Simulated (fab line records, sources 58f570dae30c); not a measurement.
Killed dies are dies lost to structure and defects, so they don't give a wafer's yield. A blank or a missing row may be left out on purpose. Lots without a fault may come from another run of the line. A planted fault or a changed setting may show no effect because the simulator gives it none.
One fault seen from 2 desks | flow berkeley_cmos170 | each desk has only its own numbers; what lay behind them comes last

THE TOOL OWNER'S DESK: krf_scanner-02
The tool's own readings at UCB170_M3_EXPOSE_12 (exposes mask METAL3, target cd 700 nm): means of the sampled wafers that have a number, for each lot that ran on this tool. A lot is out of limits, marked OUT, if its mean lies more than 4 standard deviations from the usual mean; the brackets give that distance.
Columns: A = exposure_dose_mJ_cm2 at UCB170_M3_EXPOSE_12, usual 25.980; B = focus_offset_nm at UCB170_M3_EXPOSE_12, usual 0.0 nm
lot  | first seen here | A      | B
L269 | day 11 08:09    | 26.014 | 0.8
L270 | day 11 23:44    | 25.982 | -0.1
L271 | day 11 23:51    | 25.957 | -0.3
L272 | day 12 00:05    | 26.009 | 0.1
L273 | day 12 12:39    | 25.974 | 0.1
L274 | day 12 12:56    | 25.952 | -0.2
L277 | day 12 22:48    | 25.994 | -0.0
This desk's finding: nothing out of limits on any of the 7 lots.

THE METROLOGY DESK
What the gauges read, lot by lot, whatever tool the lot ran on: means of the sampled wafers that have a number. A lot is out of limits, marked OUT, if its mean lies more than 4 standard deviations from the usual mean; the brackets give that distance.
Columns: A = V2_BOW at UCB170_V2_BOW_MEAS_03, usual 36 um; B = M3_AL_RS at UCB170_M3_RS_MEAS_02, usual 0.0322 ohm/sq
lot  | first seen here | A  | B
L254 | day 7 19:40     | 39 | 0.0327
L255 | day 8 07:08     | 32 | 0.0327
L256 | day 8 07:33     | 26 | 0.0320
L257 | day 8 12:07     | 37 | 0.0320
L259 | day 8 12:22     | 38 | 0.0318
L260 | day 9 01:27     | 34 | 0.0322
L269 | day 11 02:30    | 40 | 0.0321
L268 | day 11 03:24    | 38 | 0.0323
L270 | day 11 18:43    | 36 | 0.0325
L271 | day 11 18:47    | 32 | 0.0318
L272 | day 11 19:28    | 37 | 0.0316
L273 | day 12 07:33    | 42 | 0.0322
L274 | day 12 08:19    | 36 | 0.0327
L277 | day 12 18:30    | 34 | 0.0319
L276 | day 12 19:11    | 42 | 0.0320
This desk's finding: nothing out of limits on any of the 15 lots.

PUT TOGETHER
The tool owner's desk saw nothing out of limits.
The metrology desk saw nothing out of limits.

WHAT THE SIMULATOR HAD PUT IN
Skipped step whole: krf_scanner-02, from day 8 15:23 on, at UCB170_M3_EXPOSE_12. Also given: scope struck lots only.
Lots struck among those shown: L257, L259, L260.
